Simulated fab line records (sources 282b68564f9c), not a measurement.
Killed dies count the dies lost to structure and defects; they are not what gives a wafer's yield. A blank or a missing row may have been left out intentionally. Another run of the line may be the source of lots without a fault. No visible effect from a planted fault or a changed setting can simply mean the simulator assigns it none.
fab line records	flow rit_cmos
record lots=6	wafers=18	last_day=7
route steps=202 shown PLDD@116 SPACER@125 NSD@131 PSD@142 SDANNEAL@153 SILICIDE@161 M1@202
lots untouched by any fault: they come from a run of this same line in which no faults occurred
start_h: the number of hours between the record's first day and the start of the first shown wafer of the lot	wait_h: how many hours have passed since the lot's step before this one	" repeats the value in the row above	L1.1+2: several wafers, shown together as one row	- either no value or no given start	* or withheld: withheld	< > ~ a bound
route shown NAME@n: NAME is a module with steps in the file, n the number in the route of the first one	usual: mean/standard deviation of fault-free wafers	same: alike in all rows	chamber/n: place in a boat	sites: per-site readings	_std_site: how widely they spread, as a standard deviation	_edge_site: inner sites' mean taken away from outer sites' mean	radius_mm: how far each site lies from the wafer's centre	mask NAME#n: copy n	behind: the last tool/chamber to shape the wafer	hold: what put the lot on hold/how long, in hours/how the hold closed	device: whichever transistor did not switch (one of n, p or np)	end of line: tests run on the same wafers once the route is complete	where a step has no rows: the recipe by itself	killed: dies lost to structure and defects at the first sort, not the wafer's yield	map: a wafer's dies, marking killed ones x, the rest . and places with no die _
set.NAME: setting as actually run; set.NAME@STEP: the setting as run at that earlier step	model.NAME: the simulator's own value behind a step, which no gauge read
lots at selected steps of the route; one table per step, one row per wafer
services: a tool's chamber out of use, with start hour (start_h, from the record's first day; less than 0 if before it), hours out, and reason
## steps
# step RIT_PLDD_SOFTBAKE_02
# recipe resist=NOVOLAK	temp_c=90	time_s=60
# step RIT_PLDD_EXPOSE_03
# recipe mask_id=M8	na=0.57	target_cd_nm=40900	dose_mj=250
# step RIT_PLDD_PEB_04
# recipe resist=NOVOLAK	temp_c=withheld	time_s=withheld
# step RIT_PLDD_DEVELOP_05
# recipe resist=NOVOLAK	develop_time_s=50	dev_temp_c=23
# step RIT_PLDD_OVL_MEAS_06
# usual PLDD_OVL=0.6/1.6
lot.wafer	tool	chamber	start_h	wait_h	PLDD_OVL[nm]
L226.1	overlay-02	-	52.36	-	-1.2
L226.2	"	-	"	"	0.4
L226.4	"	-	"	"	-1.0
L230.1	overlay-02	-	80.08	-	-1.3
L230.3	"	-	"	"	0.8
L230.4	"	-	"	"	-0.5
L236.2	overlay-02	-	108.09	-	0.3
L236.5	"	-	"	"	0.0
L236.6	"	-	"	"	-2.3
L237.2	overlay-02	-	114.27	-	0.6
L237.5	"	-	"	"	-0.2
L237.6	"	-	"	"	0.5
L240.1	overlay-02	-	123.36	-	1.2
L240.5	"	-	"	"	0.1
L240.6	"	-	"	"	0.3
L247.2	overlay-02	-	158.34	-	-0.1
L247.4	"	-	"	"	-0.2
L247.6	"	-	"	"	-1.3
# step RIT_PLDD_HARDBAKE_07
# recipe resist=NOVOLAK	temp_c=140	time_s=60
# step RIT_PLDD_IMPLANT_08
# recipe species=BF2	energy_kev=20	dose_cm2=9e+14	tilt_deg=7
# step RIT_PLDD_STRIP_09
# recipe chemistry=O2	time_s=180	resist=NOVOLAK	platen_temp_c=withheld	power_w=500	pressure_mtorr=4000	o2_flow_sccm=4000
# usual drypump_motor_current_A=6.0/0.55	o2_flow_sccm=4001/11
lot.wafer	tool	chamber	start_h	wait_h	drypump_motor_current_A	o2_flow_sccm	rf_hours_counter_h
L226.1	plasma_asher-04	1	52.71	0.1	5.5	4002	27
L226.2	"	0	"	"	6.8	4000	27
L226.4	"	0	"	"	6.8	3996	-
L230.1	plasma_asher-04	0	80.42	0.1	6.8	3993	29
L230.3	"	0	"	"	6.8	3998	-
L230.4	"	1	"	"	5.5	4008	-
L236.2	plasma_asher-04	1	108.42	0.1	5.5	3997	33
L236.5	"	0	"	"	6.8	4016	-
L236.6	"	1	"	"	5.5	3992	-
L237.2	plasma_asher-04	1	114.65	0.1	5.5	3988	34
L237.5	"	0	"	"	6.8	3988	-
L237.6	"	1	"	"	5.5	3994	-
L240.1	plasma_asher-02	1	123.70	0.1	5.7	4024	49
L240.5	"	0	"	"	6.0	3975	-
L240.6	"	1	"	"	5.7	4008	-
L247.2	plasma_asher-04	1	158.67	0.1	5.5	4007	40
L247.4	"	0	"	"	6.8	4011	-
L247.6	"	0	"	"	6.8	4029	-
# step RIT_PLDD_TW_MEAS_10
# usual PLDD_TW=2328/26
lot.wafer	tool	chamber	start_h	wait_h	PLDD_TW
L226.1	film_metro-01	-	52.88	0.1	2281
L226.2	"	-	"	"	2308
L226.4	"	-	"	"	2302
L230.1	film_metro-02	-	80.59	0.1	2340
L230.3	"	-	"	"	2337
L230.4	"	-	"	"	2341
L236.2	film_metro-01	-	108.60	0.1	2301
L236.5	"	-	"	"	2277
L236.6	"	-	"	"	2289
L237.2	film_metro-03	-	114.83	0.1	2362
L237.5	"	-	"	"	2348
L237.6	"	-	"	"	2353
L240.1	film_metro-01	-	123.88	0.1	2307
L240.5	"	-	"	"	2296
L240.6	"	-	"	"	2293
L247.2	film_metro-01	-	158.86	0.1	2317
L247.4	"	-	"	"	2301
L247.6	"	-	"	"	2303
# step RIT_SPACER_CLEAN_00
# recipe chemistry=SC1	mix=3:3:50	time_s=600	temp_c=75
# step RIT_SPACER_CLEAN_01
# recipe chemistry=dHF	dilution=50:1	time_s=30
# step RIT_SPACER_CLEAN_02
# recipe chemistry=SC2	mix=3:3:50	time_s=600	temp_c=75	dry=n2_spin
# step RIT_SPACER_CVD_03
# recipe material=Si3N4	target_thk_nm=250	temp_c=810	precursor=SiH2Cl2/NH3	time_s=3300	pressure_mtorr=300	sih2cl2_flow_sccm=60	nh3_flow_sccm=150
# usual pressure_mtorr=300.1/0.58	spike_tc_centre_C=811.7/1.3
lot.wafer	tool	chamber	start_h	wait_h	pressure_mtorr	spike_tc_centre_C	model.Si3N4_of_SPACER_CVD_03.thk_nm
L226.1	lpcvd-02	0	53.31	0.0	299.7	810.6	247.8
L226.2	"	0	"	"	299.6	809.9	248.8
L226.4	"	0	"	"	299.3	812.7	248.7
L230.1	lpcvd-01	0	81.04	0.0	299.8	813.2	256.8
L230.3	"	0	"	"	300.8	811.6	254.4
L230.4	"	0	"	"	300.3	812.3	255.7
L236.2	lpcvd-02	0	109.02	0.0	300.1	812.4	144.4
L236.5	"	0	"	"	300.4	811.7	147.1
L236.6	"	0	"	"	300.2	811.6	148.5
L237.2	lpcvd-02	1	115.67	0.4	298.6	812.8	148.5
L237.5	"	1	"	"	299.1	809.8	148.3
L237.6	"	1	"	"	299.5	811.2	148.4
L240.1	lpcvd-01	1	124.30	0.0	300.4	812.2	250.4
L240.5	"	1	"	"	300.2	813.1	248.5
L240.6	"	1	"	"	299.6	813.6	249.7
L247.2	lpcvd-01	0	159.27	0.0	299.2	812.5	247.1
L247.4	"	0	"	"	300.4	813.5	244.7
L247.6	"	0	"	"	299.1	813.6	245.3
# step RIT_SPACER_THK_MEAS_04
# recipe reads=Si3N4_of_SPACER_CVD_03
# usual SPACER_NITRIDE_THK=249.3/2.7
lot.wafer	tool	chamber	start_h	wait_h	SPACER_NITRIDE_THK[nm]
L226.1	film_metro-04	-	55.23	0.0	247.8
L226.2	"	-	"	"	248.4
L226.4	"	-	"	"	249.0
L230.1	film_metro-02	-	82.96	0.0	256.7
L230.3	"	-	"	"	254.5
L230.4	"	-	"	"	255.8
L236.2	film_metro-03	-	111.90	0.0	144.4
L236.5	"	-	"	"	147.2
L236.6	"	-	"	"	148.7
L237.2	film_metro-03	-	117.60	0.0	148.5
L237.5	"	-	"	"	148.2
L237.6	"	-	"	"	148.4
L240.1	film_metro-03	-	126.22	0.0	250.5
L240.5	"	-	"	"	248.5
L240.6	"	-	"	"	249.8
L247.2	film_metro-02	-	161.20	0.0	247.1
L247.4	"	-	"	"	244.6
L247.6	"	-	"	"	245.4
# step RIT_SPACER_ETCHBACK_05
# recipe target_depth_a=2500	SF6_flow_sccm=30	CHF3_flow_sccm=30	target=Si3N4	chemistry=SF6/CHF3	pressure_mtorr=40	rf_w=250	time_s=240	stop_on=SiO2
# usual drypump_motor_current_A=5.7/0.37	oes_product_au=0.840/0.014	throttle_valve_pct=10.27/0.16
lot.wafer	tool	chamber	start_h	wait_h	drypump_motor_current_A	oes_product_au	rf_hours_counter_h	throttle_valve_pct	model.etch.depth_nm
L226.1	rie_diel-04	2	55.29	0.1	5.8	0.825	40	10.41	247.8
L226.2	"	3	"	"	5.3	0.822	86	10.21	248.8
L226.4	"	0	"	"	5.6	0.845	147	10.17	248.7
L230.1	rie_diel-01	2	83.02	0.1	5.7	0.857	25	10.08	256.8
L230.3	"	0	"	"	6.4	0.842	130	10.47	254.4
L230.4	"	3	"	"	5.7	0.866	80	10.44	255.7
L236.2	rie_diel-03	2	111.95	0.0	6.4	0.593	97	10.42	144.4
L236.5	"	3	"	"	5.7	0.610	-	10.05	147.1
L236.6	"	2	"	"	6.5	0.593	-	10.40	148.5
L237.2	rie_diel-03	1	117.65	0.0	5.6	0.590	136	9.89	148.5
L237.5	"	1	"	"	5.6	0.584	-	9.89	148.3
L237.6	"	3	"	"	5.7	0.603	-	10.05	148.4
L240.1	rie_diel-04	3	126.28	0.1	5.3	0.821	88	10.20	250.4
L240.5	"	3	"	"	5.3	0.809	-	10.20	248.5
L240.6	"	0	"	"	5.6	0.841	-	10.16	249.7
L247.2	rie_diel-01	0	161.25	0.0	6.4	0.829	131	10.46	247.1
L247.4	"	1	"	"	5.1	0.827	139	10.42	244.7
L247.6	"	2	"	"	5.6	0.830	-	10.05	245.3
# step RIT_NSD_HMDS_00
# recipe prime_time_s=60	prime_temp_c=140
# step RIT_NSD_COAT_01
# recipe resist=NOVOLAK	spin_rpm=3250	resist_thk_nm=1000
# step RIT_NSD_SOFTBAKE_02
# recipe resist=NOVOLAK	temp_c=90	time_s=60
# step RIT_NSD_EXPOSE_03
# recipe mask_id=M9	na=0.57	target_cd_nm=40700	dose_mj=250
# step RIT_NSD_PEB_04
# recipe resist=NOVOLAK	temp_c=withheld	time_s=withheld
# step RIT_NSD_DEVELOP_05
# recipe resist=NOVOLAK	develop_time_s=50	dev_temp_c=23
# step RIT_NSD_OVL_MEAS_06
# usual NSD_OVL=-0.3/1.4
lot.wafer	tool	chamber	start_h	wait_h	NSD_OVL[nm]
L226.1	overlay-01	-	56.53	-	0.6
L226.2	"	-	"	"	-1.2
L226.4	"	-	"	"	-0.8
L230.1	overlay-01	-	84.14	-	0.1
L230.3	"	-	"	"	-0.6
L230.4	"	-	"	"	0.4
L236.2	overlay-02	-	113.09	-	0.6
L236.5	"	-	"	"	-0.3
L236.6	"	-	"	"	0.5
L237.2	overlay-01	-	118.78	-	0.5
L237.5	"	-	"	"	0.5
L237.6	"	-	"	"	1.1
L240.1	overlay-02	-	127.28	-	3.4
L240.5	"	-	"	"	1.9
L240.6	"	-	"	"	-0.3
L247.2	overlay-01	-	162.38	-	0.7
L247.4	"	-	"	"	1.0
L247.6	"	-	"	"	0.2
# step RIT_NSD_HARDBAKE_07
# recipe resist=NOVOLAK	temp_c=140	time_s=60
# step RIT_NSD_IMPLANT_08
# recipe species=P	energy_kev=25	dose_cm2=1e+15	tilt_deg=7
# step RIT_NSD_STRIP_09
# recipe chemistry=O2	time_s=180	resist=NOVOLAK	platen_temp_c=withheld	power_w=500	pressure_mtorr=4000	o2_flow_sccm=4000
# usual drypump_motor_current_A=5.95/0.18	o2_flow_sccm=4000/10
lot.wafer	tool	chamber	start_h	wait_h	drypump_motor_current_A	o2_flow_sccm	rf_hours_counter_h
L226.1	plasma_asher-03	1	56.87	0.1	6.27	3997	42
L226.2	"	0	"	"	5.90	3983	42
L226.4	"	1	"	"	6.29	3988	-
L230.1	plasma_asher-03	1	84.48	0.1	6.30	4013	44
L230.3	"	1	"	"	6.28	4018	-
L230.4	"	0	"	"	5.87	4005	-
L236.2	plasma_asher-02	1	113.42	0.1	5.74	3990	47
L236.5	"	1	"	"	5.70	3985	-
L236.6	"	0	"	"	5.97	3994	-
L237.2	plasma_asher-03	0	119.11	0.1	5.88	4010	49
L237.5	"	0	"	"	5.89	4012	-
L237.6	"	1	"	"	6.30	4000	-
L240.1	plasma_asher-02	1	127.62	0.1	5.72	4001	50
L240.5	"	0	"	"	5.97	3998	-
L240.6	"	1	"	"	5.72	3999	-
L247.2	plasma_asher-01	0	162.71	0.1	5.91	4008	3
L247.4	"	0	"	"	5.89	4021	-
L247.6	"	0	"	"	5.86	4015	-
# step RIT_NSD_TW_MEAS_10
# usual NSD_TW=3086/38
lot.wafer	tool	chamber	start_h	wait_h	NSD_TW
L226.1	film_metro-01	-	57.04	0.1	3051
L226.2	"	-	"	"	3054
L226.4	"	-	"	"	3051
L230.1	film_metro-03	-	84.65	0.1	3147
L230.3	"	-	"	"	3134
L230.4	"	-	"	"	3144
L236.2	film_metro-01	-	113.60	0.1	3041
L236.5	"	-	"	"	3050
L236.6	"	-	"	"	3033
L237.2	film_metro-01	-	119.30	0.1	3042
L237.5	"	-	"	"	3026
L237.6	"	-	"	"	3039
L240.1	film_metro-01	-	127.79	0.1	3054
L240.5	"	-	"	"	3074
L240.6	"	-	"	"	3055
L247.2	film_metro-01	-	162.90	0.1	3065
L247.4	"	-	"	"	3072
L247.6	"	-	"	"	3050
# step RIT_PSD_HMDS_00
# recipe prime_time_s=60	prime_temp_c=140
# step RIT_PSD_COAT_01
# recipe resist=NOVOLAK	spin_rpm=3250	resist_thk_nm=1000
# step RIT_PSD_SOFTBAKE_02
# recipe resist=NOVOLAK	temp_c=90	time_s=60
# step RIT_PSD_EXPOSE_03
# recipe mask_id=M10	na=0.57	target_cd_nm=40900	dose_mj=250
# step RIT_PSD_PEB_04
# recipe resist=NOVOLAK	temp_c=withheld	time_s=withheld
# step RIT_PSD_DEVELOP_05
# recipe resist=NOVOLAK	develop_time_s=50	dev_temp_c=23
# step RIT_PSD_OVL_MEAS_06
# usual PSD_OVL=-0.2/1.5
lot.wafer	tool	chamber	start_h	wait_h	PSD_OVL[nm]
L226.1	overlay-02	-	58.27	-	1.2
L226.2	"	-	"	"	0.8
L226.4	"	-	"	"	-0.9
L230.1	overlay-01	-	85.76	-	2.1
L230.3	"	-	"	"	0.9
L230.4	"	-	"	"	1.0
L236.2	overlay-01	-	114.65	-	-1.1
L236.5	"	-	"	"	1.3
L236.6	"	-	"	"	-0.8
L237.2	overlay-01	-	120.53	-	1.4
L237.5	"	-	"	"	2.6
L237.6	"	-	"	"	0.0
L240.1	overlay-02	-	128.83	-	-0.4
L240.5	"	-	"	"	-0.4
L240.6	"	-	"	"	-1.1
L247.2	overlay-01	-	163.80	-	-1.0
L247.4	"	-	"	"	-0.1
L247.6	"	-	"	"	1.7
# step RIT_PSD_HARDBAKE_07
# recipe resist=NOVOLAK	temp_c=140	time_s=60
# step RIT_PSD_IMPLANT_08
# recipe species=BF2	energy_kev=27	dose_cm2=5e+15	tilt_deg=7
# step RIT_PSD_STRIP_09
# recipe chemistry=O2	time_s=180	resist=NOVOLAK	platen_temp_c=withheld	power_w=500	pressure_mtorr=4000	o2_flow_sccm=4000
# usual drypump_motor_current_A=6.0/0.3	o2_flow_sccm=3997/12
lot.wafer	tool	chamber	start_h	wait_h	drypump_motor_current_A	o2_flow_sccm	rf_hours_counter_h
L226.1	plasma_asher-02	1	58.60	0.1	5.8	3985	41
L226.2	"	0	"	"	5.9	4009	41
L226.4	"	0	"	"	5.9	4007	-
L230.1	plasma_asher-02	1	86.09	0.1	5.8	4026	44
L230.3	"	1	"	"	5.8	4001	-
L230.4	"	0	"	"	6.0	3979	-
L236.2	plasma_asher-03	1	114.98	0.1	6.3	3993	49
L236.5	"	1	"	"	6.3	3996	-
L236.6	"	0	"	"	5.8	4003	-
L237.2	plasma_asher-03	0	120.86	0.1	5.9	3988	50
L237.5	"	0	"	"	5.9	3991	-
L237.6	"	1	"	"	6.3	4014	-
L240.1	plasma_asher-04	1	129.16	0.1	5.5	3998	36
L240.5	"	1	"	"	5.5	4013	-
L240.6	"	0	"	"	6.8	3992	-
L247.2	plasma_asher-03	1	164.13	0.1	6.3	4000	55
L247.4	"	0	"	"	5.9	4011	-
L247.6	"	1	"	"	6.3	3995	-
# step RIT_PSD_TW_MEAS_10
# usual PSD_TW=3401/32
lot.wafer	tool	chamber	start_h	wait_h	PSD_TW
L226.1	film_metro-02	-	58.78	0.1	3391
L226.2	"	-	"	"	3402
L226.4	"	-	"	"	3411
L230.1	film_metro-03	-	86.27	0.1	3428
L230.3	"	-	"	"	3443
L230.4	"	-	"	"	3420
L236.2	film_metro-03	-	115.16	0.1	3440
L236.5	"	-	"	"	3439
L236.6	"	-	"	"	3434
L237.2	film_metro-02	-	121.05	0.1	3420
L237.5	"	-	"	"	3405
L237.6	"	-	"	"	3407
L240.1	film_metro-01	-	129.34	0.1	3357
L240.5	"	-	"	"	3362
L240.6	"	-	"	"	3376
L247.2	film_metro-03	-	164.32	0.1	3395
L247.4	"	-	"	"	3414
L247.6	"	-	"	"	3409
# step RIT_SDANNEAL_CLEAN_00
# recipe chemistry=SC1	mix=3:3:50	time_s=600	temp_c=75
# step RIT_SDANNEAL_CLEAN_01
# recipe chemistry=dHF	dilution=50:1	time_s=30
# step RIT_SDANNEAL_CLEAN_02
# recipe chemistry=SC2	mix=3:3:50	time_s=600	temp_c=75	dry=n2_spin
# step RIT_SDANNEAL_RTA_03
# recipe temp_c=1050	time_s=5	idle_temp_c=600	ramp_up_c_per_s=342	ramp_down_c_per_s=171	cool_to_c=600	ambient=N2
# usual anneal_temp_c_max=1056.9/2	ramp_up_c_per_s=342.00/0.058	wafer_temp_C_max=1053.7/1.2
lot.wafer	tool	chamber	start_h	wait_h	anneal_temp_c_max	ramp_up_c_per_s	wafer_temp_C_max
L226.1	rtp_anneal-01	0	59.26	0.0	1059.1	342.06	1053.8
L226.2	"	0	"	"	1056.7	342.04	1053.1
L226.4	"	0	"	"	1058.2	341.92	1054.0
L230.1	rtp_anneal-01	0	86.73	0.0	1059.2	341.97	1053.8
L230.3	"	0	"	"	1057.4	342.01	1054.6
L230.4	"	0	"	"	1059.6	342.02	1055.5
L236.2	rtp_anneal-01	0	115.59	0.0	1056.9	342.10	1053.0
L236.5	"	0	"	"	1057.0	342.01	1055.5
L236.6	"	0	"	"	1061.0	342.04	1054.3
L237.2	rtp_anneal-01	0	121.47	0.0	1058.5	341.99	1053.4
L237.5	"	0	"	"	1060.9	342.00	1054.7
L237.6	"	0	"	"	1058.6	342.02	1055.7
L240.1	rtp_anneal-01	0	129.76	0.0	1058.2	342.02	1054.1
L240.5	"	0	"	"	1057.2	341.96	1053.5
L240.6	"	0	"	"	1058.6	341.98	1053.5
L247.2	rtp_anneal-02	0	164.76	0.0	1054.2	342.07	1054.8
L247.4	"	0	"	"	1055.0	342.06	1054.1
L247.6	"	0	"	"	1054.4	342.07	1052.8
# step RIT_SDANNEAL_RS_MEAS_04
# recipe thk_meas_gauge=four-point-probe
# usual PSD_RS=115.94/0.28
lot.wafer	tool	chamber	start_h	wait_h	PSD_RS[ohm/sq]
L226.1	film_metro-01	-	59.32	0.0	116.32
L226.2	"	-	"	"	115.75
L226.4	"	-	"	"	115.96
L230.1	film_metro-01	-	86.79	0.0	116.13
L230.3	"	-	"	"	115.61
L230.4	"	-	"	"	115.98
L236.2	film_metro-01	-	115.66	0.1	115.98
L236.5	"	-	"	"	116.16
L236.6	"	-	"	"	116.46
L237.2	film_metro-02	-	121.54	0.1	115.96
L237.5	"	-	"	"	115.89
L237.6	"	-	"	"	116.26
L240.1	film_metro-01	-	129.82	0.0	115.90
L240.5	"	-	"	"	116.20
L240.6	"	-	"	"	116.87
L247.2	film_metro-02	-	164.83	0.1	115.93
L247.4	"	-	"	"	116.03
L247.6	"	-	"	"	115.68
# step RIT_SILICIDE_WET_ETCH_00
# recipe chemistry=BOE	target=SiO2	target_depth_nm=14	time_s=15	dry=n2_spin	dilution=10:1	temp_c=21.5
# usual temp_c=21.50/0.1
lot.wafer	tool	chamber	start_h	wait_h	temp_c	model.Si3N4_of_SPACER_CVD_03.thk_nm
L226.1	wet_bench-04	3	59.80	0.1	21.58	192.8
L226.2	"	3	"	"	21.37	193.3
L226.4	"	3	"	"	21.54	195
L230.1	wet_bench-04	2	87.27	0.1	21.37	199.7
L230.3	"	2	"	"	21.41	197.5
L230.4	"	2	"	"	21.48	199.6
L236.2	wet_bench-03	3	116.12	0.1	21.52	111.8
L236.5	"	3	"	"	21.46	113.6
L236.6	"	3	"	"	21.53	115.1
L237.2	wet_bench-02	0	122.00	0.1	21.76	115.7
L237.5	"	0	"	"	21.57	115.6
L237.6	"	0	"	"	21.82	115.2
L240.1	wet_bench-03	2	130.30	0.1	21.79	195.5
L240.5	"	2	"	"	21.57	194.3
L240.6	"	2	"	"	21.47	195.1
L247.2	wet_bench-02	1	165.29	0.1	21.27	191.9
L247.4	"	1	"	"	21.28	190.8
L247.6	"	1	"	"	21.29	190.9
# step RIT_M1_PROBE_99
# usual killed_at_contacts=0.1/0.38	killed_at_front_end=6.9/2.9	killed_dies=7.1/3	killed_open=3.5/2.1	killed_short=3.5/2
# same gross_dies=264	killed_at_M0_to_M3=0	killed_at_M4_up=0	killed_at_back_side=0	killed_at_other=0
lot.wafer	tool	chamber	start_h	wait_h	killed_at_contacts	killed_at_front_end	killed_dies	killed_open	killed_short
L226.1	prober-02	-	67.45	0.1	1	4	5	3	2
L226.2	prober-02	-	67.50	0.1	0	5	5	1	4
L226.4	prober-02	-	67.60	0.2	0	6	6	2	4
L230.1	prober-02	-	94.44	0.1	0	13	13	5	8
L230.3	prober-02	-	94.54	0.2	0	13	13	8	5
L230.4	prober-02	-	94.59	0.2	0	9	9	3	6
L236.2	prober-01	-	123.03	0.1	0	19	19	11	8
L236.5	prober-01	-	123.18	0.2	0	5	5	2	3
L236.6	prober-01	-	123.23	0.2	0	10	10	8	2
L237.2	prober-01	-	129.97	0.1	0	3	3	2	1
L237.5	prober-01	-	130.12	0.2	2	9	11	4	7
L237.6	prober-01	-	130.17	0.2	0	5	5	3	2
L240.1	prober-01	-	138.18	0.1	0	5	5	3	2
L240.5	prober-01	-	138.38	0.2	0	3	3	3	0
L240.6	prober-01	-	138.43	0.2	0	8	8	3	5
L247.2	prober-02	-	172.44	0.1	1	11	12	3	7
L247.4	prober-02	-	172.54	0.2	0	11	11	3	7
L247.6	prober-02	-	172.64	0.2	0	9	9	3	4
# killed by level:class
L226.1 GATE:geometric_particle:open=1 REOX:geometric_particle:short=1 SPACER:geometric_particle:short=1 SILICIDE:geometric_particle:open=1 CONTACT:geometric_particle:open=1
L226.2 GATE:geometric_particle:short=2 FOX1:geometric_particle:open=1 FOX1:geometric_particle:short=1 SILICIDE:geometric_particle:short=1
L226.4 SPACER:geometric_particle:short=2 FOX1:geometric_particle:short=1 REOX:geometric_particle:open=1 SPACER:geometric_particle:open=1 SILICIDE:geometric_particle:short=1
L230.1 GATE:geometric_particle:short=3 SPACER:geometric_particle:open=2 SILICIDE:geometric_particle:short=2 FOX1:geometric_particle:short=1 FOX1:geometric_particle:open=1 FOX2:geometric_particle:open=1 FOX2:geometric_particle:short=1 GATE:geometric_particle:open=1
L230.3 GATE:geometric_particle:open=5 GATE:geometric_particle:short=2 SPACER:geometric_particle:short=2 SILICIDE:geometric_particle:open=2 FOX2:geometric_particle:open=1 SILICIDE:geometric_particle:short=1
L230.4 FOX2:geometric_particle:short=2 GATE:geometric_particle:short=2 FOX1:geometric_particle:short=1 FOX2:geometric_particle:open=1 GATE:geometric_particle:open=1 SPACER:geometric_particle:short=1 SILICIDE:geometric_particle:open=1
L236.2 FOX1:geometric_particle:open=6 GATE:geometric_particle:short=3 FOX1:geometric_particle:short=2 GATE:geometric_particle:open=2 REOX:geometric_particle:open=2 SILICIDE:geometric_particle:short=2 REOX:geometric_particle:short=1 SILICIDE:geometric_particle:open=1
L236.5 FOX1:geometric_particle:short=1 FOX1:geometric_particle:open=1 GATE:geometric_particle:short=1 REOX:geometric_particle:open=1 REOX:geometric_particle:short=1
L236.6 GATE:geometric_particle:open=5 SPACER:geometric_particle:open=3 FOX1:geometric_particle:short=1 REOX:geometric_particle:short=1
L237.2 SPACER:geometric_particle:open=2 SPACER:geometric_particle:short=1
L237.5 GATE:geometric_particle:short=2 GATE:geometric_particle:open=2 ACTIVE:geometric_particle:short=1 FOX2:geometric_particle:short=1 FOX2:geometric_particle:open=1 SPACER:geometric_particle:short=1 SILICIDE:geometric_particle:short=1 CONTACT:geometric_particle:short=1
L237.6 GATE:geometric_particle:open=1 SPACER:geometric_particle:open=1 SPACER:geometric_particle:short=1 SILICIDE:geometric_particle:open=1 SILICIDE:geometric_particle:short=1
L240.1 GATE:geometric_particle:open=3 REOX:geometric_particle:short=2
L240.5 FOX1:geometric_particle:open=1 GATE:geometric_particle:open=1 SPACER:geometric_particle:open=1
L240.6 GATE:geometric_particle:short=4 FOX1:geometric_particle:open=2 FOX1:geometric_particle:short=1 GATE:geometric_particle:open=1
L247.2 GATE:geometric_particle:short=4 FOX1:geometric_particle:short=1 FOX2:geometric_particle:open=1 GATE:geometric_particle:open=1 REOX:geometric_particle:short=1 SILICIDE:geometric_particle:open=1 CONTACT:geometric_particle:short=1 NLDD:coat_microbubble_printed=1
L247.4 FOX1:geometric_particle:short=3 GATE:geometric_particle:short=2 GATE:geometric_particle:open=2 REOX:geometric_particle:open=1 REOX:geometric_particle:short=1 SPACER:geometric_particle:short=1 PLDD:coat_microbubble_printed=1
L247.6 GATE:geometric_particle:short=2 GATE:geometric_particle:open=2 FOX2:geometric_particle:short=1 REOX:geometric_particle:short=1 REOX:geometric_particle:open=1 NLDD:coat_microbubble_printed=1 PLDD:coat_microbubble_printed=1
## services
tool	chamber	start_h	hours	kind
lpcvd-01	-	33.53	0.8	pm
lpcvd-02	-	34.54	0.7	repair
wet_bench-03	-	44.06	2.1	repair
plasma_asher-03	-	45.70	3.9	repair
lpcvd-02	-	58.56	14.6	pm
rie_diel-03	1	59.09	4.2	repair
rie_diel-03	2	61.72	3.1	repair
plasma_asher-04	-	67.36	4.3	pm
rie_diel-04	2	78.25	10.4	repair
plasma_asher-01	-	86.36	44.0	repair
rie_diel-03	0	107.41	-	clean
rie_diel-03	0	107.41	17.7	scheduled_down
rie_diel-03	0	107.41	17.7	vent_cycle
rie_diel-01	-	120.40	0.3	repair
rie_diel-01	3	127.01	20.2	repair
plasma_asher-01	-	130.40	9.0	pm
plasma_asher-01	0	130.40	9.0	vent_cycle
plasma_asher-01	1	130.40	9.0	vent_cycle
rie_diel-01	0	133.54	6.1	repair
plasma_asher-01	0	139.40	-	clean
plasma_asher-01	1	139.40	-	clean
plasma_asher-03	-	142.21	2.9	repair
rie_diel-04	0	158.99	-	clean
## key
first_sign step=RIT_SPACER_THK_MEAS_04	reading=SPACER_NITRIDE_THK	direction=down	sigmas=37	usual=249.3	struck=147.5
effect step=RIT_SPACER_ETCHBACK_05	reading=oes_product_au	direction=down	sigmas=17	usual=0.840	struck=0.596
model_effect step=RIT_SPACER_CVD_03	value=Si3N4_of_SPACER_CVD_03.thk_nm	without=247.7	struck=147.5
model_effect step=RIT_SPACER_ETCHBACK_05	value=etch.depth_nm	without=247.7	struck=147.5
model_effect step=RIT_SILICIDE_WET_ETCH_00	value=Si3N4_of_SPACER_CVD_03.thk_nm	without=193	struck=114.5
met_at RIT_SPACER_CVD_03
struck_wafers L236.2,L236.5,L236.6,L237.2,L237.5,L237.6
tester_left_out L236,L237
onset_between 53.31 109.02
fault kind=process_parameter_drift	tool=lpcvd-02	chamber=-	onset_h=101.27	steps=RIT_SPACER_CVD_03	channel=target_thk_nm	offset=-100.21	shape=step	end_h=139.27	acts_in=these_recipes_only	stated=250
# tester_left_out: of these lots the tester's yield and bins aren't shown, on N5 and GAA mostly nor the transistor test; their killed dies are dies lost to structure and defects alone, not to doping, threshold or leakage, so they don't give the yield
